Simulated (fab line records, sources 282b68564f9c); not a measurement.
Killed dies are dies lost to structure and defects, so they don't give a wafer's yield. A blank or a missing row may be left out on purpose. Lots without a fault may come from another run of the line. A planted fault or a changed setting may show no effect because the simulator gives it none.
Which tool did it? | flow rit_cmos | 14 lots, 42 wafers sampled, at 2 steps of a route of 202

WHAT THE GAUGES READ, wafer by wafer
The record holds no reading of a measuring or inspecting step that can be judged against a usual standard deviation.

WHICH TOOL RAN EACH LOT (tool, then ch and the chambers of the sampled wafers, then the start)
lot  | RIT_PRETRO_HARDBAKE_07           | RIT_M1_PROBE_99
L394 | litho_track-02 ch 0, day 2 12:22 | prober-02, day 3 18:29
L395 | litho_track-02 ch 0, day 2 16:57 | prober-01, day 3 21:44
L397 | litho_track-01 ch 0, day 3 02:37 | prober-01, day 4 06:16
L398 | litho_track-01 ch 0, day 3 08:13 | prober-02, day 4 10:50
L399 | litho_track-01 ch 0, day 3 13:09 | prober-01, day 4 17:32
L402 | litho_track-02 ch 0, day 4 07:34 | prober-02, day 5 10:52
L403 | litho_track-03 ch 0, day 4 12:03 | prober-01, day 5 14:29
L404 | litho_track-03 ch 0, day 4 16:50 | prober-02, day 5 19:52
L405 | litho_track-02 ch 0, day 4 20:55 | prober-01, day 5 21:58
L406 | litho_track-01 ch 0, day 5 01:01 | prober-02, day 6 03:31
L407 | litho_track-01 ch 0, day 5 05:09 | prober-01, day 6 06:26
L408 | litho_track-01 ch 0, day 5 11:02 | prober-02, day 6 12:32
L409 | litho_track-03 ch 0, day 5 14:40 | prober-01, day 6 16:15
L411 | litho_track-01 ch 0, day 6 01:06 | prober-01, day 7 02:38
- RIT_PRETRO_HARDBAKE_07: time 120 s.
- RIT_M1_PROBE_99

WHAT THE TOOLS THEMSELVES READ (means of the sampled wafers that have a number; where no wafer has one, the mark that the record gives instead)
RIT_PRETRO_HARDBAKE_07. Usual: heater_power_total_W 52.02 W, standard deviation 0.061; plate_temp_C 139.99 C, standard deviation 0.15.
lot  | tool           | heater_power_total_W (W) | plate_temp_C (C) | flag
L394 | litho_track-02 | 52.02                    | 139.78           |
L395 | litho_track-02 | 52.04                    | 139.83           |
L397 | litho_track-01 | 51.97                    | 140.28           |
L398 | litho_track-01 | 52.00                    | 139.82           |
L399 | litho_track-01 | 52.07                    | 139.95           |
L402 | litho_track-02 | 51.99                    | 140.09           |
L403 | litho_track-03 | 51.99                    | 140.02           |
L404 | litho_track-03 | 51.96                    | 139.86           |
L405 | litho_track-02 | 52.04                    | 139.99           |
L406 | litho_track-01 | 51.97                    | 140.07           |
L407 | litho_track-01 | 52.02                    | 140.04           |
L408 | litho_track-01 | 55.15                    | 146.32           | OFF
L409 | litho_track-03 | 52.02                    | 140.06           |
L411 | litho_track-01 | 55.04                    | 146.13           | OFF

RIT_M1_PROBE_99. Usual: killed_at_contacts 0.0, standard deviation 0.22; killed_at_front_end 6.9, standard deviation 3; killed_dies 6.9, standard deviation 3; killed_on_rim 1.9, standard deviation 1.5; killed_open 3.5, standard deviation 2; killed_short 3.4, standard deviation 2.1.
lot  | tool      | killed_at_contacts | killed_at_front_end | killed_dies | killed_on_rim | killed_open | killed_short | flag
L394 | prober-02 | 0.3                | 11.0                | 11.3        | 4.3           | 7.0         | 3.7          |
L395 | prober-01 | 0.3                | 7.7                 | 8.0         | 2.7           | 3.0         | 5.0          |
L397 | prober-01 | 0.0                | 6.7                 | 6.7         | 1.0           | 2.3         | 4.3          |
L398 | prober-02 | 0.0                | 6.7                 | 6.7         | 2.0           | 2.7         | 4.0          |
L399 | prober-01 | 0.0                | 4.3                 | 4.3         | 1.3           | 2.0         | 2.3          |
L402 | prober-02 | 0.3                | 5.0                 | 5.3         | 1.7           | 2.7         | 2.7          |
L403 | prober-01 | 0.0                | 8.3                 | 8.3         | 2.3           | 2.0         | 6.3          |
L404 | prober-02 | 0.0                | 5.7                 | 5.7         | 2.0           | 3.0         | 2.7          |
L405 | prober-01 | 0.0                | 6.3                 | 6.3         | 1.3           | 3.0         | 3.3          |
L406 | prober-02 | 0.0                | 9.3                 | 9.3         | 1.7           | 4.7         | 4.7          |
L407 | prober-01 | 0.0                | 6.7                 | 6.7         | 2.7           | 3.7         | 3.0          |
L408 | prober-02 | 0.0                | 4.7                 | 4.7         | 1.0           | 2.3         | 2.3          |
L409 | prober-01 | 0.0                | 7.0                 | 7.0         | 2.0           | 2.7         | 4.3          |
L411 | prober-01 | 0.0                | 6.3                 | 6.3         | 2.3           | 2.7         | 3.3          |

THE ANSWER, worked out from the rows above alone
Rule: a lot is off if the mean of its wafers that have a number lies more than 3 standard deviations from the usual mean. A lot without any number at a reading at which 4 lots or more have one is off too. The other lots that the step has rows for count as sound. The gauges are gone through in route order, then the tools' own readings, and for those a lot's mean is taken as printed above. The first step at which some lot is off is used, and at that step the reading that is off furthest; a lot without a number counts as furthest.
Off: L408, L411, at RIT_PRETRO_HARDBAKE_07 (heater_power_total_W).
A tool fits if, at that step or a process step before it, it ran every lot that is off, and no sound lot after the first of them. One fits: litho_track-01 at RIT_PRETRO_HARDBAKE_07. Its last sound lot is L407 (day 5 05:09), its first lot that is off L408 (day 5 11:02): a fault that began between those two fits.
The tool's own readings at RIT_PRETRO_HARDBAKE_07 bear it out: on the lots that are off they differ by more than 5 times the standard deviation of the sound lots' means. heater_power_total_W reads 55.09 W there against 52.01 W on the sound lots; plate_temp_C reads 146.22 C there against 139.98 C on the sound lots.

WHAT THE SIMULATOR HAD PUT IN
Process parameter drift: litho_track-01, from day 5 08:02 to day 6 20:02, at RIT_PRETRO_HARDBAKE_07. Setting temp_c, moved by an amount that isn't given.
Lots struck among those shown: L408, L411. The rule above found the same.
